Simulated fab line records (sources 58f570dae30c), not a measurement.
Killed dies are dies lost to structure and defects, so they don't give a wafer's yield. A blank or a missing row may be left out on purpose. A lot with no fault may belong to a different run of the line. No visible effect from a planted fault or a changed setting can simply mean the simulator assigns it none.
Which tool was responsible? | flow berkeleyCmos170 | Sampling: 12 lots, 36 wafers, 6 of 331 route steps

## WHAT THE GAUGES READ, wafer by wafer
UCB170_PWELL_THK_MEAS_06. Usual: PWELL_NITRIDE_THK gives 218.9 nm (standard deviation 1.9).
lot  | measured    | on           | PWELL_NITRIDE_THK (nm) | flag
L136 | day 3 09:40 | filmMetro-03 | 217.9 217.8 221.3      | 
L137 | day 3 09:39 | filmMetro-02 | 219.9 219.6 220.5      | 
L138 | day 3 23:43 | filmMetro-03 | 219.2 217.6 216.7      | 
L139 | day 3 23:42 | filmMetro-02 | 225.3 223.1 223.1      | 
L140 | day 3 23:44 | filmMetro-04 | 219.4 218.5 217.3      | 
L143 | day 4 08:31 | filmMetro-04 | 218.3 219.0 217.4      | 
L145 | day 5 11:47 | filmMetro-03 | 111.4 110.6 108.2      | OFF
L155 | day 7 16:50 | filmMetro-03 | 221.0 220.7 220.5      | 
L156 | day 7 16:50 | filmMetro-04 | 220.5 218.2 219.7      | 
L157 | day 7 16:50 | filmMetro-02 | 219.4 219.3 218.0      | 
L158 | day 8 00:35 | filmMetro-02 | 221.2 221.9 218.5      | 
L159 | day 8 00:34 | filmMetro-03 | 218.6 220.1 220.6      | 

UCB170_FIELD_THK_MEAS_90. Usual: FIELD_OXIDE_LEFT_1_THK gives 441 nm (standard deviation 10).
lot  | measured     | on           | FIELD_OXIDE_LEFT_1_THK (nm) | flag
L136 | day 5 11:39  | filmMetro-04 | 432 439 430                 | 
L137 | day 5 11:38  | filmMetro-02 | 440 440 436                 | 
L138 | day 6 06:44  | filmMetro-04 | 441 441 436                 | 
L139 | day 6 06:44  | filmMetro-03 | 436 427 432                 | 
L140 | day 6 06:48  | filmMetro-04 | 430 427 428                 | 
L143 | day 6 16:53  | filmMetro-03 | 453 449 443                 | 
L145 | day 8 00:05  | filmMetro-03 | 447 442 454                 | 
L155 | day 10 10:08 | filmMetro-04 | 434 432 423                 | 
L156 | day 10 05:28 | filmMetro-04 | 428 422 446                 | 
L157 | day 10 05:25 | filmMetro-02 | 430 443 442                 | 
L158 | day 10 05:26 | filmMetro-04 | 456 461 460                 | 
L159 | day 10 05:25 | filmMetro-03 | 437 436 425                 | 

UCB170_PLDD_CD_MEAS_06 targets a cd of 1200 nm. Usual: cdNm 1199.9 nm, standard deviation 1.3.
lot  | measured     | on       | cdNm (nm)            | flag
L136 | day 7 03:08  | cdSem-02 | 1200.7 1200.6 1200.3 | 
L137 | day 7 04:07  | cdSem-01 | 1199.5 1199.7 1201.5 | 
L138 | day 8 00:27  | cdSem-01 | 1201.4 1200.6 1200.2 | 
L139 | day 8 00:18  | cdSem-01 | 1200.4 1198.8 1199.6 | 
L140 | day 8 00:41  | cdSem-01 | 1199.3 1198.0 1198.0 | 
L143 | day 8 07:57  | cdSem-02 | 1200.0 1200.1 1200.1 | 
L145 | day 9 16:11  | cdSem-02 | 1197.4 1197.5 1199.3 | 
L155 | day 11 22:41 | cdSem-02 | 1200.0 1199.4 1198.8 | 
L156 | day 11 16:43 | cdSem-01 | 1198.4 1199.9 1197.5 | 
L157 | day 11 16:28 | cdSem-02 | 1202.8 1200.9 1201.9 | 
L158 | day 11 17:57 | cdSem-02 | 1201.1 1198.6 1200.4 | 
L159 | day 11 17:58 | cdSem-01 | 1198.9 1200.2 1200.5 | 

## WHICH TOOL RAN EACH LOT (tool, then ch and the chambers of the sampled wafers, then the start)
lot  | UCB170_PWELL_CVD_05        | UCB170_PWELL_ETCH_14             | UCB170_GATE_ETCH_14
L136 | lpcvd-02 ch 1, day 3 07:44 | rieDiel-04 ch 0,1,2, day 3 11:19 | rieDiel-01 ch 0,3, day 6 23:35
L137 | lpcvd-02 ch 0, day 3 07:44 | rieDiel-03 ch 1,2, day 3 11:35   | rieDiel-01 ch 0,3, day 7 00:34
L138 | lpcvd-02 ch 1, day 3 21:47 | rieDiel-03 ch 1,3, day 4 00:38   | rieDiel-01 ch 1,3, day 7 20:55
L139 | lpcvd-02 ch 0, day 3 21:47 | rieDiel-04 ch 0,1,3, day 4 00:55 | rieDiel-04 ch 0,1,2, day 7 20:25
L140 | lpcvd-02 ch 0, day 3 21:47 | rieDiel-02 ch 0,2, day 4 01:15   | rieDiel-02 ch 0,2,3, day 7 20:40
L143 | lpcvd-02 ch 1, day 4 06:36 | rieDiel-02 ch 0,2,3, day 4 10:28 | rieDiel-01 ch 0,3, day 8 05:10
L145 | lpcvd-02 ch 0, day 5 09:52 | rieDiel-03 ch 0,2, day 5 13:30   | rieDiel-02 ch 1,3, day 9 11:06
L155 | lpcvd-01 ch 1, day 7 14:55 | rieDiel-03 ch 0,1,3, day 7 17:53 | rieDiel-01 ch 0,2, day 11 20:55
L156 | lpcvd-01 ch 0, day 7 14:55 | rieDiel-04 ch 0,1, day 7 18:09   | rieDiel-01 ch 0,2,3, day 11 15:05
L157 | lpcvd-01 ch 0, day 7 14:55 | rieDiel-02 ch 0,1,2, day 7 18:23 | rieDiel-02 ch 1,2,3, day 11 15:03
L158 | lpcvd-01 ch 1, day 7 22:39 | rieDiel-04 ch 0,1,2, day 8 01:44 | rieDiel-02 ch 0,1,3, day 11 15:20
L159 | lpcvd-01 ch 1, day 7 22:39 | rieDiel-03 ch 1,2,3, day 8 01:30 | rieDiel-01 ch 0,2,3, day 11 15:26
- UCB170_PWELL_CVD_05: deposits Si3N4 from SiH2Cl2/NH3, target thk 220 nm, time 3300 s.
- UCB170_PWELL_ETCH_14: etches Si3N4 in CH3F/Ar/O2, stops on SiO2, target depth 242 nm, time 151 s.
- UCB170_GATE_ETCH_14: etches BARC in N2/H2.

## AS READ BY THE TOOLS THEMSELVES (means over the sampled wafers that have a number; for cases with no such wafer, the mark the record gives instead)
UCB170_PWELL_CVD_05. Usual: sih2cl2FlowSccm 25.00 sccm, standard deviation 0.072; spikeTcLoadC 825.0 C, standard deviation 2.8; susceptorTempC 800.0 C, standard deviation 0.33.
lot  | tool     | sih2cl2FlowSccm (sccm) | spikeTcLoadC (C) | susceptorTempC (C) | flag
L136 | lpcvd-02 | 25.12                  | 828.0            | 799.9              | 
L137 | lpcvd-02 | 24.97                  | 823.0            | 799.8              | 
L138 | lpcvd-02 | 24.94                  | 828.1            | 800.1              | 
L139 | lpcvd-02 | 24.91                  | 822.0            | 800.3              | 
L140 | lpcvd-02 | 24.98                  | 822.1            | 800.0              | 
L143 | lpcvd-02 | 25.06                  | 827.0            | 799.5              | 
L145 | lpcvd-02 | 25.01                  | 822.3            | -                  | OFF
L155 | lpcvd-01 | 25.02                  | 825.6            | 800.0              | 
L156 | lpcvd-01 | 25.05                  | 823.3            | 799.9              | 
L157 | lpcvd-01 | 25.01                  | 823.9            | 800.3              | 
L158 | lpcvd-01 | 25.01                  | 826.1            | 800.0              | 
L159 | lpcvd-01 | 25.01                  | 825.3            | 800.3              | 

UCB170_PWELL_ETCH_14. Usual: drypumpMotorCurrentA 5.7 A, standard deviation 0.48; oesProductAu 0.937 a.u., standard deviation 0.017; throttleValvePct 8.02 %, standard deviation 0.09.
lot  | tool       | drypumpMotorCurrentA (A) | oesProductAu (a.u.) | throttleValvePct (%) | flag
L136 | rieDiel-04 | 5.8                      | 0.932               | 7.94                 | 
L137 | rieDiel-03 | 5.9                      | 0.925               | 7.97                 | 
L138 | rieDiel-03 | 6.0                      | 0.950               | 8.14                 | 
L139 | rieDiel-04 | 5.7                      | 0.940               | 7.98                 | 
L140 | rieDiel-02 | 5.3                      | 0.960               | 7.96                 | 
L143 | rieDiel-02 | 5.2                      | 0.951               | 8.00                 | 
L145 | rieDiel-03 | 6.1                      | 0.654               | 7.98                 | OFF
L155 | rieDiel-03 | 5.9                      | 0.954               | 8.10                 | 
L156 | rieDiel-04 | 6.0                      | 0.941               | 7.94                 | 
L157 | rieDiel-02 | 5.2                      | 0.946               | 8.02                 | 
L158 | rieDiel-04 | 5.7                      | 0.936               | 7.93                 | 
L159 | rieDiel-03 | 6.0                      | 0.940               | 8.05                 | 

UCB170_GATE_ETCH_14. Usual: drypumpMotorCurrentA 5.4 A, standard deviation 0.48; oesProductAu 1.001 a.u., standard deviation 0.019; throttleValvePct 13.27 %, standard deviation 0.11.
lot  | tool       | drypumpMotorCurrentA (A) | oesProductAu (a.u.) | throttleValvePct (%) | flag
L136 | rieDiel-01 | 6.0                      | 0.994               | 13.36                | 
L137 | rieDiel-01 | 6.0                      | 0.998               | 13.35                | 
L138 | rieDiel-01 | 5.6                      | 0.989               | 13.30                | 
L139 | rieDiel-04 | 5.8                      | 0.992               | 13.18                | 
L140 | rieDiel-02 | 5.2                      | 1.012               | 13.23                | 
L143 | rieDiel-01 | 6.0                      | 1.004               | 13.36                | 
L145 | rieDiel-02 | 5.1                      | 1.003               | 13.25                | 
L155 | rieDiel-01 | 5.5                      | 1.008               | 13.36                | 
L156 | rieDiel-01 | 5.6                      | 0.982               | 13.39                | 
L157 | rieDiel-02 | 5.2                      | 0.998               | 13.30                | 
L158 | rieDiel-02 | 5.2                      | 0.999               | 13.24                | 
L159 | rieDiel-01 | 5.6                      | 1.003               | 13.39                | 

## THE ANSWER, worked out from the rows above alone
Rule: a lot counts as off when the mean over its wafers that have a number is more than 3 standard deviations away from the usual mean. Also off: a lot with no number at a reading for which 4 or more lots have one. The other lots that the step has rows for count as sound. After the gauges, taken in route order, come the tools' own readings; for these a lot's mean is taken, as printed above. At the first step where some lot is off, the reading lying furthest off is the one used; lots without a number count as furthest.
Off: L145, at UCB170_PWELL_THK_MEAS_06 (PWELL_NITRIDE_THK).
If a tool, at a process step before that reading, ran all the lots that are off and no sound lot after the first of them, it fits. Not tried: the gauges at UCB170_PWELL_THK_MEAS_06; whatever is off there is also off at UCB170_PWELL_CVD_05, on other tools, and gauge error can't account for it. One fits: lpcvd-02 at UCB170_PWELL_CVD_05. A fault onset in the window from L143 (day 4 06:36, its last sound lot) to L145 (day 5 09:52, its first lot off) fits.
Blank at UCB170_PWELL_CVD_05 on the lots that are off, where sound lots have numbers: susceptorTempC.

## WHAT HAD BEEN PUT IN BY THE SIMULATOR
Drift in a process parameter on lpcvd-02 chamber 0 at UCB170_PWELL_CVD_05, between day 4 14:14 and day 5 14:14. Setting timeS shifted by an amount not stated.
Shown lots that were struck: L145. The rule above found the same.
